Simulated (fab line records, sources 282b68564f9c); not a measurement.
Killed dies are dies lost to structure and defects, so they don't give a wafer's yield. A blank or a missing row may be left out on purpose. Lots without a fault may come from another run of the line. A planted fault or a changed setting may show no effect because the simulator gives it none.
fab line records | flow rit_cmos
record lots=7 wafers=21 last_day=7
route steps=202 shown NWELL@38 PWELL@39 WELLDRIVE@50 NRETRO@53 M1@202
lots that met no fault: from a run of the same line without faults
start_h: hours from the record's first day to the start of the lot's first wafer shown | wait_h: hours since the lot's step before | " the same as in the row above | L1.1+2: a row that stands for several wafers | - no value, or no start given | * or withheld: withheld | < > ~ a bound
route shown NAME@n: a module of which the file shows steps, and the number in the route of the first | usual: mean/standard deviation of fault-free wafers | same: alike in all rows | chamber/n: place in a boat | sites: the reading at each site | _std_site: their standard deviation | _edge_site: outer sites' mean less inner sites' | radius_mm: how far each site lies from the wafer's centre | mask NAME#n: copy n | behind: the tool/chamber that last shaped the wafer | hold: why the lot was held/for how many hours/how that ended | device: the transistor (n, p or np) that didn't switch | end of line: the same wafers' tests at the end of the route | a step without rows: its recipe alone | killed: dies lost to structure and defects at the first sort, not the wafer's yield | map: a wafer's dies, x killed, . not, _ none there
set.NAME: the setting as run; set.NAME@STEP: as run at that earlier step | model.NAME: the simulator's own value behind a step, which no gauge read
lots at some steps of the route; a table a step, a row a wafer
services: from which hour (start_h, from the record's first day; less than 0 if before it) a tool's chamber was out of use, for how many hours, and why
## steps
# step RIT_NWELL_TW_MEAS_10
# usual NWELL_TW=2111/13
# columns lot.wafer tool chamber start_h wait_h NWELL_TW
L281.1 film_metro-01 - 41.58 0.1 2126
L281.4 " - " " 2139
L281.5 " - " " 2132
L284.1 film_metro-04 - 57.53 0.1 2112
L284.3 " - " " 2114
L284.5 " - " " 2111
L285.2 film_metro-04 - 63.12 0.1 2101
L285.3 " - " " 2103
L285.6 " - " " 2100
L286.1 film_metro-03 - 66.24 0.1 2102
L286.2 " - " " 2095
L286.4 " - " " 2099
L288.2 film_metro-03 - 77.55 0.1 2105
L288.3 " - " " 2110
L288.6 " - " " 2125
L294.2 film_metro-04 - 107.66 0.1 2115
L294.5 " - " " 2107
L294.6 " - " " 2091
L299.2 film_metro-04 - 133.70 0.1 2109
L299.3 " - " " 2112
L299.6 " - " " 2114
# step RIT_PWELL_HMDS_00
# recipe prime_time_s=60 prime_temp_c=140
# step RIT_PWELL_COAT_01
# recipe resist=NOVOLAK spin_rpm=2000 resist_thk_nm=1300
# step RIT_PWELL_SOFTBAKE_02
# recipe resist=NOVOLAK temp_c=90 time_s=60
# step RIT_PWELL_EXPOSE_03
# recipe mask_id=M3 na=0.57 target_cd_nm=43700 dose_mj=250
# step RIT_PWELL_PEB_04
# recipe resist=NOVOLAK temp_c=withheld time_s=withheld
# step RIT_PWELL_DEVELOP_05
# recipe resist=NOVOLAK develop_time_s=68 dev_temp_c=23
# step RIT_PWELL_OVL_MEAS_06
# usual PWELL_OVL=-0.6/1.1
# columns lot.wafer tool chamber start_h wait_h PWELL_OVL[nm]
L281.1 overlay-01 - 42.64 - 0.7
L281.4 " - " " -1.4
L281.5 " - " " -0.5
L284.1 overlay-02 - 58.59 - 0.2
L284.3 " - " " -0.3
L284.5 " - " " -0.1
L285.2 overlay-01 - 64.18 - 1.1
L285.3 " - " " -1.7
L285.6 " - " " -1.0
L286.1 overlay-02 - 67.30 - 1.1
L286.2 " - " " -0.3
L286.4 " - " " -0.3
L288.2 overlay-02 - 78.64 - -1.3
L288.3 " - " " -1.2
L288.6 " - " " -1.8
L294.2 overlay-01 - 108.72 - -0.7
L294.5 " - " " -0.4
L294.6 " - " " 0.6
L299.2 overlay-01 - 134.76 - -2.8
L299.3 " - " " -2.0
L299.6 " - " " 0.5
# step RIT_PWELL_HARDBAKE_07
# recipe resist=NOVOLAK temp_c=140 time_s=120
# step RIT_PWELL_IMPLANT_08
# recipe species=B energy_kev=170 dose_cm2=7e+13 tilt_deg=7
# step RIT_PWELL_STRIP_09
# recipe chemistry=O2 time_s=180 resist=NOVOLAK platen_temp_c=withheld power_w=500 pressure_mtorr=4000 o2_flow_sccm=4000
# usual drypump_motor_current_A=5.4/0.33 o2_flow_sccm=3999/11 rf_refl_power_W=7.0/1.3
# columns lot.wafer tool chamber start_h wait_h drypump_motor_current_A o2_flow_sccm rf_hours_counter_h rf_refl_power_W
L281.1 plasma_asher-04 1 43.08 0.1 4.9 4014 40 5.6
L281.4 " 0 " " 5.4 3974 - 5.5
L281.5 " 0 " " 5.4 4001 - 5.6
L284.1 plasma_asher-02 0 59.03 0.1 5.8 3996 41 7.6
L284.3 " 0 " " 5.8 3997 - 7.6
L284.5 " 0 " " 5.8 3993 - 7.5
L285.2 plasma_asher-01 1 64.61 0.1 5.7 3999 27 7.2
L285.3 " 1 " " 5.8 4009 - 7.4
L285.6 " 0 " " 5.2 3991 - 8.5
L286.1 plasma_asher-04 0 67.88 0.1 5.4 3982 43 5.2
L286.2 " 1 " " 4.9 3999 43 5.8
L286.4 " 1 " " 4.9 3990 - 5.4
L288.2 plasma_asher-01 1 79.14 0.1 5.7 4002 29 7.1
L288.3 " 1 " " 5.7 4010 - 7.2
L288.6 " 0 " " 5.2 3992 - 8.7
L294.2 plasma_asher-01 0 109.15 0.1 5.2 4006 33 8.9
L294.5 " 1 " " 5.7 3995 - 7.3
L294.6 " 0 " " 5.2 4023 - 8.7
L299.2 plasma_asher-02 0 135.19 0.1 5.8 4007 2 7.3
L299.3 " 0 " " 5.8 4006 - 7.4
L299.6 " 1 " " 5.7 3994 - 6.8
# step RIT_PWELL_TW_MEAS_10
# usual PWELL_TW=939/6.3
# columns lot.wafer tool chamber start_h wait_h PWELL_TW
L281.1 film_metro-01 - 43.25 0.1 948
L281.4 " - " " 945
L281.5 " - " " 941
L284.1 film_metro-03 - 59.20 0.1 929
L284.3 " - " " 932
L284.5 " - " " 938
L285.2 film_metro-03 - 64.79 0.1 927
L285.3 " - " " 926
L285.6 " - " " 931
L286.1 film_metro-01 - 68.06 0.1 946
L286.2 " - " " 947
L286.4 " - " " 943
L288.2 film_metro-04 - 79.32 0.1 935
L288.3 " - " " 935
L288.6 " - " " 939
L294.2 film_metro-01 - 109.33 0.1 944
L294.5 " - " " 943
L294.6 " - " " 945
L299.2 film_metro-03 - 135.37 0.1 932
L299.3 " - " " 925
L299.6 " - " " 935
# step RIT_WELLDRIVE_ANNEAL_00
# recipe temp_c=1100 time_s=14700 ambient=N2
# usual spike_tc_centre_C=1101.6/1.7 spike_tc_load_C=1126.2/2.1 spike_tc_source_C=1124.5/2.2 tube_center_temp_C=1100/0.11 tube_center_temp_C_max=1102.9/0.49
# columns lot.wafer tool chamber start_h wait_h spike_tc_centre_C spike_tc_load_C spike_tc_source_C tube_center_temp_C tube_center_temp_C_max
L281.1 furnace-01 0 43.31 0.1 1103.5 1125.6 1126.9 1100 1102.8
L281.4 " 0 " " 1102.7 1123.3 1125.8 1100.1 1102.7
L281.5 " 0 " " 1101.4 1124.2 1125.7 1100 1102.9
L284.1 furnace-01 0 59.26 0.1 1117.7 1140.2 1140.4 1115 1117.3
L284.3 " 0 " " 1118.6 1139.8 1139.7 1115.1 1117.9
L284.5 " 0 " " 1117.6 1139.4 1141.2 1115 1118.3
L285.2 furnace-01 0 64.84 0.0 1116.3 1139.4 1140.2 1115.1 1117.9
L285.3 " 0 " " 1117.1 1139.9 1142.6 1115.3 1119.3
L285.6 " 0 " " 1116.4 1142.2 1140.8 1115 1117.5
L286.1 furnace-02 0 68.12 0.1 1103.7 1126.0 1120.6 1099.9 1102.5
L286.2 " 0 " " 1102.9 1127.1 1118.4 1100 1102.9
L286.4 " 0 " " 1102.8 1125.4 1118.2 1099.9 1104.0
L288.2 furnace-01 0 79.37 0.0 1118.7 1139.5 1142.8 1115.1 1118.3
L288.3 " 0 " " 1118.3 1138.8 1139.4 1115 1117.7
L288.6 " 0 " " 1115.8 1138.7 1141.2 1115.1 1119.8
L294.2 furnace-04 0 109.86 0.5 1098.4 1128.0 1124.8 1100 1102.8
L294.5 " 0 " " 1099.9 1129.7 1122.7 1100 1102.3
L294.6 " 0 " " 1098.5 1128.1 1124.9 1099.8 1102.8
L299.2 furnace-02 0 135.42 0.0 1102.8 1126.8 1117.9 1100 1102.1
L299.3 " 0 " " 1102.6 1125.8 1119.1 1099.7 1103.6
L299.6 " 0 " " 1105.3 1126.0 1119.7 1099.9 1103.1
# step RIT_WELLDRIVE_RS_MEAS_01
# recipe thk_meas_gauge=four-point-probe
# usual NWELL_RS=275.8/0.78
# columns lot.wafer tool chamber start_h wait_h NWELL_RS[ohm/sq]
L281.1 film_metro-03 - 48.40 0.0 275.1
L281.4 " - " " 275.0
L281.5 " - " " 274.3
L284.1 film_metro-04 - 64.34 0.0 260.0
L284.3 " - " " 259.7
L284.5 " - " " 259.2
L285.2 film_metro-03 - 69.95 0.0 260.5
L285.3 " - " " 259.9
L285.6 " - " " 260.0
L286.1 film_metro-04 - 73.20 0.0 275.8
L286.2 " - " " 275.6
L286.4 " - " " 275.9
L288.2 film_metro-03 - 84.48 0.0 258.9
L288.3 " - " " 259.0
L288.6 " - " " 258.9
L294.2 film_metro-04 - 114.96 0.0 276.5
L294.5 " - " " 277.2
L294.6 " - " " 276.7
L299.2 film_metro-04 - 140.53 0.0 275.6
L299.3 " - " " 275.5
L299.6 " - " " 274.9
# step RIT_WELLDRIVE_RS_MEAS_02
# recipe thk_meas_gauge=four-point-probe
# usual PWELL_RS=430.5/1.3
# columns lot.wafer tool chamber start_h wait_h PWELL_RS[ohm/sq]
L281.1 film_metro-03 - 48.52 0.1 430.7
L281.4 " - " " 429.9
L281.5 " - " " 430.3
L284.1 film_metro-04 - 64.46 0.1 415.3
L284.3 " - " " 414.6
L284.5 " - " " 415.5
L285.2 film_metro-03 - 70.07 0.1 415.3
L285.3 " - " " 413.7
L285.6 " - " " 415.0
L286.1 film_metro-04 - 73.32 0.1 432.2
L286.2 " - " " 432.2
L286.4 " - " " 431.8
L288.2 film_metro-03 - 84.60 0.1 412.7
L288.3 " - " " 413.9
L288.6 " - " " 412.2
L294.2 film_metro-04 - 115.08 0.1 431.2
L294.5 " - " " 431.4
L294.6 " - " " 431.3
L299.2 film_metro-04 - 140.65 0.1 431.4
L299.3 " - " " 430.9
L299.6 " - " " 432.8
# step RIT_NRETRO_HMDS_00
# recipe prime_time_s=60 prime_temp_c=140
# step RIT_M1_PROBE_99
# usual killed_at_contacts=0.0/0.18 killed_at_front_end=7/3.1 killed_dies=7/3.1 killed_open=3.5/2.1 killed_short=3.5/2
# same gross_dies=264 killed_at_M0_to_M3=0 killed_at_M4_up=0 killed_at_back_side=0 killed_at_other=0
# columns lot.wafer tool chamber start_h wait_h killed_at_contacts killed_at_front_end killed_dies killed_open killed_short model.etest.nwell_pinched.rs_ohm_sq model.etest.pwell_pinched.rs_ohm_sq model.etest.pwell.rs_ohm_sq model.etest.nmos_narrow.drive_ua_um model.etest.nmos_0p3.drive_ua_um model.etest.pmos_narrow.drive_ua_um model.etest.pmos_0p3.drive_ua_um model.etest.field_n.vt_v
L281.1 prober-01 - 78.57 0.1 0 14 14 10 4 337.4 455.9 411.6 204.2 201.2 91.31 89.04 33.99
L281.4 prober-01 - 78.72 0.2 0 7 7 5 2 337.7 451 410.1 200.3 199.1 91.08 88.28 33.95
L281.5 prober-01 - 78.77 0.2 0 11 11 6 5 333.6 451.6 413.1 208 206.8 93.21 90.97 34.69
L284.1 prober-02 - 95.26 0.1 0 4 4 3 1 309.6 438.6 401.8 223.8 216.3 101.4 97.7 33.83
L284.3 prober-02 - 95.36 0.2 0 15 15 7 8 312.1 439.1 397.1 223.7 220.7 100.6 97.21 33.22
L284.5 prober-02 - 95.46 0.2 0 4 4 2 2 310.6 438.8 404.1 223.6 223.9 102.5 99.44 33.42
L285.2 prober-01 - 98.79 0.1 0 9 9 6 3 308.2 441.8 399.5 219 217.4 99.92 96.94 31.35
L285.3 prober-01 - 98.84 0.2 0 2 2 2 0 307.2 431.8 394.4 217.3 212.4 96.82 94.74 32.07
L285.6 prober-01 - 98.99 0.2 0 8 8 2 6 305.6 433.8 394.6 216.3 213.4 98.06 93.5 31.79
L286.1 prober-02 - 104.02 0.1 0 4 4 2 2 336.7 459 413.9 206.3 204.5 93.93 92.39 34.52
L286.2 prober-02 - 104.07 0.1 0 4 4 3 1 336.5 467.6 420.8 203.4 204 94.1 91.84 35.31
L286.4 prober-02 - 104.17 0.2 0 5 5 2 3 336.7 460.6 416.9 202.8 203.5 91.78 91.74 35
L288.2 prober-02 - 113.55 0.1 0 9 9 2 7 312.5 440.4 397 208.1 206.5 94.87 91.83 31.79
L288.3 prober-02 - 113.60 0.2 1 8 9 4 5 311.7 440.3 393 218.1 212.9 98.42 93.66 31.5
L288.6 prober-02 - 113.75 0.2 0 4 4 2 2 310.8 448.9 398.6 211.4 209 95.98 92.54 31.42
L294.2 prober-02 - 143.72 0.1 0 4 4 4 0 338.2 449.1 406.4 199.6 200.8 88.4 87.28 34.22
L294.5 prober-02 - 143.87 0.2 0 6 6 2 4 341.2 455.8 412.1 202.3 203.9 89.33 88.74 34.73
L294.6 prober-02 - 143.92 0.2 0 3 3 1 2 339.3 454.4 410.8 206.8 205.2 91.3 88.87 33.53
L299.2 prober-02 - 172.65 0.1 0 6 6 4 2 333.3 465.6 421.6 217.4 218.2 96.39 94.39 34.94
L299.3 prober-02 - 172.70 0.2 0 10 10 6 4 336.6 464.5 418.6 218.2 216.4 96.97 95.01 34.31
L299.6 prober-02 - 172.85 0.2 0 3 3 3 0 337.2 461.7 421.6 215.7 218.4 95.34 94.25 35.16
# killed by level:class
L281.1 GATE:geometric_particle:open=5 FOX2:geometric_particle:open=3 GATE:geometric_particle:short=2 SILICIDE:geometric_particle:open=2 FOX1:geometric_particle:short=1 FOX2:geometric_particle:short=1
L281.4 GATE:geometric_particle:open=3 FOX1:geometric_particle:open=1 GATE:geometric_particle:short=1 SPACER:geometric_particle:short=1 SPACER:geometric_particle:open=1
L281.5 GATE:geometric_particle:short=3 REOX:geometric_particle:open=2 SILICIDE:geometric_particle:open=2 GATE:geometric_particle:open=1 SPACER:geometric_particle:short=1 SPACER:geometric_particle:open=1 SILICIDE:geometric_particle:short=1
L284.1 FOX2:geometric_particle:open=2 GATE:geometric_particle:short=1 SPACER:geometric_particle:open=1
L284.3 GATE:geometric_particle:short=5 GATE:geometric_particle:open=4 FOX1:geometric_particle:open=2 FOX1:geometric_particle:short=1 REOX:geometric_particle:open=1 REOX:geometric_particle:short=1 SILICIDE:geometric_particle:short=1
L284.5 REOX:geometric_particle:open=2 FOX1:geometric_particle:short=1 GATE:geometric_particle:short=1
L285.2 GATE:geometric_particle:open=3 SPACER:geometric_particle:open=2 FOX1:geometric_particle:short=1 FOX2:geometric_particle:open=1 REOX:geometric_particle:short=1 SPACER:geometric_particle:short=1
L285.3 SPACER:geometric_particle:open=2
L285.6 FOX1:geometric_particle:short=3 REOX:geometric_particle:short=3 REOX:geometric_particle:open=2
L286.1 FOX1:geometric_particle:short=1 GATE:geometric_particle:open=1 REOX:geometric_particle:open=1 SPACER:geometric_particle:short=1
L286.2 GATE:geometric_particle:open=2 REOX:geometric_particle:short=1 SPACER:geometric_particle:open=1
L286.4 GATE:geometric_particle:short=2 FOX2:geometric_particle:open=1 REOX:geometric_particle:open=1 REOX:geometric_particle:short=1
L288.2 GATE:geometric_particle:short=3 SPACER:geometric_particle:short=3 GATE:geometric_particle:open=1 REOX:geometric_particle:short=1 SPACER:geometric_particle:open=1
L288.3 GATE:geometric_particle:short=3 FOX1:geometric_particle:short=1 FOX2:geometric_particle:short=1 GATE:geometric_particle:open=1 SPACER:geometric_particle:open=1 SILICIDE:geometric_particle:open=1 CONTACT:geometric_particle:open=1
L288.6 GATE:geometric_particle:open=2 GATE:geometric_particle:short=1 SILICIDE:geometric_particle:short=1
L294.2 FOX2:geometric_particle:open=1 GATE:geometric_particle:open=1 SPACER:geometric_particle:open=1 SILICIDE:geometric_particle:open=1
L294.5 FOX1:geometric_particle:short=1 FOX2:geometric_particle:short=1 GATE:geometric_particle:short=1 REOX:geometric_particle:short=1 REOX:geometric_particle:open=1 SILICIDE:geometric_particle:open=1
L294.6 FOX2:geometric_particle:short=1 SPACER:geometric_particle:short=1 SILICIDE:geometric_particle:open=1
L299.2 GATE:geometric_particle:open=2 FOX1:geometric_particle:open=1 GATE:geometric_particle:short=1 REOX:geometric_particle:open=1 SPACER:geometric_particle:short=1
L299.3 GATE:geometric_particle:open=6 GATE:geometric_particle:short=3 SILICIDE:geometric_particle:short=1
L299.6 GATE:geometric_particle:open=2 SILICIDE:geometric_particle:open=1
## services
# columns tool chamber start_h hours kind
plasma_asher-02 - 27.74 2.8 pm
plasma_asher-04 - 31.89 3.0 repair
plasma_asher-04 - 68.29 2.8 pm
plasma_asher-02 - 91.14 0.5 repair
furnace-02 - 94.69 3.1 pm
furnace-02 - 97.78 4.6 pm
plasma_asher-02 - 104.86 3.3 repair
plasma_asher-02 - 105.39 0.4 repair
plasma_asher-02 - 108.81 9.0 pm
plasma_asher-02 0 108.81 9.0 vent_cycle
plasma_asher-02 1 108.81 9.0 vent_cycle
plasma_asher-02 0 117.81 - clean
plasma_asher-02 1 117.81 - clean
## key
first_sign step=RIT_WELLDRIVE_ANNEAL_00 reading=tube_center_temp_C direction=up sigmas=99+ usual=* struck=*
effect step=RIT_WELLDRIVE_ANNEAL_00 reading=tube_center_temp_C_max direction=up sigmas=31 usual=* struck=*
effect step=RIT_WELLDRIVE_RS_MEAS_01 reading=NWELL_RS direction=down sigmas=21 usual=275.8 struck=259.6
effect step=RIT_WELLDRIVE_RS_MEAS_02 reading=PWELL_RS direction=down sigmas=12 usual=430.5 struck=414.2
model_effect step=RIT_M1_PROBE_99 value=etest.nwell_pinched.rs_ohm_sq without=338.7 struck=309.8
met_at RIT_WELLDRIVE_ANNEAL_00
struck_wafers L284.1,L284.3,L284.5,L285.2,L285.3,L285.6,L288.2,L288.3,L288.6
tester_left_out L284,L285,L288
fault kind=process_parameter_drift tool=furnace-01 chamber=- onset_h=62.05 steps=RIT_WELLDRIVE_ANNEAL_00 channel=temp_c offset=* shape=step end_h=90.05 acts_in=* stated=*
# tester_left_out: of these lots the tester's yield and bins aren't shown, on N5 and GAA mostly nor the transistor test; their killed dies are dies lost to structure and defects alone, not to doping, threshold or leakage, so they don't give the yield
